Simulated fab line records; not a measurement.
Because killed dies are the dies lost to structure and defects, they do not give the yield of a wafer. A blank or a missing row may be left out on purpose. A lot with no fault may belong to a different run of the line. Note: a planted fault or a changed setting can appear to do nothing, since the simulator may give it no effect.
Split-lot experiment / flow rit cmos / 23 wafers read from 5 lots, route of 202 steps

## THE SPLIT
At RIT_PWELL_IMPLANT_08, the setting dose cm2 was moved away from the recipe's 7e+13 on 10 of the 23 wafers read, by -5.3% to +5.5%. For the rest of the wafers, this setting stayed at what the recipe calls for.

## FROM THE SPLIT TO THE READING: what the file shows between them, 3 steps
- RIT_PWELL_STRIP_09: strips in O2, time 180 s
- RIT_PWELL_TW_MEAS_10
- RIT_WELLDRIVE_ANNEAL_00: time 14700 s

## THE READING
Measured at RIT_WELLDRIVE_RS_MEAS_02 by four-point probe: PWELL_RS, in ohm/sq. Typical for fault-free wafers on this fab line: 430.0 ohm/sq, with standard deviation 1.3 ohm/sq.

wafer=L074.1; tool, chamber at the split=implanter-02, 0; dose cm2 as run=7e+13; against the recipe=recipe; PWELL_RS, ohm/sq=431.4; against lot-mates on the recipe=-
wafer=L074.3; tool, chamber at the split=implanter-02, 0; dose cm2 as run=6.627e+13; against the recipe=-5.3%; PWELL_RS, ohm/sq=445.9; against lot-mates on the recipe=+14.4
wafer=L074.4; tool, chamber at the split=implanter-02, 0; dose cm2 as run=6.627e+13; against the recipe=-5.3%; PWELL_RS, ohm/sq=448.7; against lot-mates on the recipe=+17.2
wafer=L074.5; tool, chamber at the split=implanter-02, 0; dose cm2 as run=7e+13; against the recipe=recipe; PWELL_RS, ohm/sq=431.6; against lot-mates on the recipe=-
wafer=L074.6; tool, chamber at the split=implanter-02, 0; dose cm2 as run=6.627e+13; against the recipe=-5.3%; PWELL_RS, ohm/sq=448.1; against lot-mates on the recipe=+16.6
wafer=L078.3; tool, chamber at the split=implanter-01, 0; dose cm2 as run=7e+13; against the recipe=recipe; PWELL_RS, ohm/sq=430.4; against lot-mates on the recipe=-
wafer=L078.4; tool, chamber at the split=implanter-01, 0; dose cm2 as run=7e+13; against the recipe=recipe; PWELL_RS, ohm/sq=430.3; against lot-mates on the recipe=-
wafer=L078.5; tool, chamber at the split=implanter-01, 0; dose cm2 as run=7e+13; against the recipe=recipe; PWELL_RS, ohm/sq=430.6; against lot-mates on the recipe=-
wafer=L079.1; tool, chamber at the split=implanter-02, 0; dose cm2 as run=7e+13; against the recipe=recipe; PWELL_RS, ohm/sq=429.9; against lot-mates on the recipe=-
wafer=L079.2; tool, chamber at the split=implanter-02, 0; dose cm2 as run=6.76e+13; against the recipe=-3.4%; PWELL_RS, ohm/sq=439.9; against lot-mates on the recipe=+9.7
wafer=L079.3; tool, chamber at the split=implanter-02, 0; dose cm2 as run=7e+13; against the recipe=recipe; PWELL_RS, ohm/sq=430.3; against lot-mates on the recipe=-
wafer=L079.4; tool, chamber at the split=implanter-02, 0; dose cm2 as run=7e+13; against the recipe=recipe; PWELL_RS, ohm/sq=430.5; against lot-mates on the recipe=-
wafer=L079.5; tool, chamber at the split=implanter-02, 0; dose cm2 as run=6.76e+13; against the recipe=-3.4%; PWELL_RS, ohm/sq=439.7; against lot-mates on the recipe=+9.5
wafer=L081.1; tool, chamber at the split=implanter-04, 0; dose cm2 as run=7.384e+13; against the recipe=+5.5%; PWELL_RS, ohm/sq=416.5; against lot-mates on the recipe=-13.8
wafer=L081.3; tool, chamber at the split=implanter-04, 0; dose cm2 as run=7e+13; against the recipe=recipe; PWELL_RS, ohm/sq=431.0; against lot-mates on the recipe=-
wafer=L081.4; tool, chamber at the split=implanter-04, 0; dose cm2 as run=7e+13; against the recipe=recipe; PWELL_RS, ohm/sq=429.5; against lot-mates on the recipe=-
wafer=L081.5; tool, chamber at the split=implanter-04, 0; dose cm2 as run=7.384e+13; against the recipe=+5.5%; PWELL_RS, ohm/sq=415.1; against lot-mates on the recipe=-15.1
wafer=L081.6; tool, chamber at the split=implanter-04, 0; dose cm2 as run=7.384e+13; against the recipe=+5.5%; PWELL_RS, ohm/sq=415.9; against lot-mates on the recipe=-14.4
wafer=L082.1; tool, chamber at the split=implanter-01, 0; dose cm2 as run=7e+13; against the recipe=recipe; PWELL_RS, ohm/sq=429.3; against lot-mates on the recipe=-
wafer=L082.3; tool, chamber at the split=implanter-01, 0; dose cm2 as run=7.299e+13; against the recipe=+4.3%; PWELL_RS, ohm/sq=417.5; against lot-mates on the recipe=-12.6
wafer=L082.4; tool, chamber at the split=implanter-01, 0; dose cm2 as run=7e+13; against the recipe=recipe; PWELL_RS, ohm/sq=430.2; against lot-mates on the recipe=-
wafer=L082.5; tool, chamber at the split=implanter-01, 0; dose cm2 as run=7e+13; against the recipe=recipe; PWELL_RS, ohm/sq=430.7; against lot-mates on the recipe=-
wafer=L082.6; tool, chamber at the split=implanter-01, 0; dose cm2 as run=7.299e+13; against the recipe=+4.3%; PWELL_RS, ohm/sq=418.4; against lot-mates on the recipe=-11.7

THE FIT
A straight line over all 23 wafers: PWELL_RS changes by -2.91 ohm/sq for each +1% of dose cm2; r = -0.99; the points scatter about the line by 1 ohm/sq.
The same after taking each lot's own level away (the mean of its wafers on the recipe; 23 wafers): -2.82 ohm/sq for each +1%; r = -1.00; scatter 0.79 ohm/sq.
The reading moves by 15 ohm/sq for the largest change in dose cm2, on that fit.
From 430.07 to 431.50 ohm/sq: that is the span of the lots' own levels, equal to 1.1 times the standard deviation above.
So the lot-to-lot level changes the slope little: the two slopes agree.
Check: for one of the wafers moved furthest among these (+5.5%), held out of the fit, the line's prediction against its lot-mates is -15.5 ohm/sq. It came out at -13.8 ohm/sq against them.

## THE OTHER SPLITS THESE WAFERS WENT THROUGH
Before the reading, these wafers also passed through other splits. Each is held against what the fit with the lots' levels taken away leaves over:
other split on the same wafers=RIT_ACTIVE_CVD_03 temp c; wafers away from the commonest value=15; r with PWELL_RS (lot level and that fit taken away)=-0.06
other split on the same wafers=RIT_ACTIVE_COAT_06 spin rpm; wafers away from the commonest value=6; r with PWELL_RS (lot level and that fit taken away)=-0.07
other split on the same wafers=RIT_FOX1_WET_ETCH_02 time s; wafers away from the commonest value=13; r with PWELL_RS (lot level and that fit taken away)=-0.28
other split on the same wafers=RIT_NWELL_SOFTBAKE_02 temp c; wafers away from the commonest value=5; r with PWELL_RS (lot level and that fit taken away)=+0.23

## THE WHOLE CHAIN: every reading that the file lists as answering this split, in the file's order
step=RIT_PWELL_TW_MEAS_10; what it does=; reading=PWELL_TW; change (the file's fit)=+2.95 for each +1% of the setting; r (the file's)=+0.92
step=RIT_WELLDRIVE_RS_MEAS_02; what it does=measures by four-point-probe; reading=PWELL_RS; change (the file's fit)=-2.81 for each +1% of the setting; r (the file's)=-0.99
step=RIT_M1_PROBE_99; what it does=; reading=etest.nmos turned.drive ua um (the simulator's own value, which no gauge read); change (the file's fit)=-4.23 for each +1% of the setting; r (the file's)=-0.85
step=RIT_M1_PROBE_99; what it does=; reading=etest.pwell pinched.rs ohm sq (the simulator's own value, which no gauge read); change (the file's fit)=-3.64 for each +1% of the setting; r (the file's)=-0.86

## FILE'S OWN FIT
PWELL_RS changes by -2.81 ohm/sq for each +1% of dose cm2, r = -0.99.
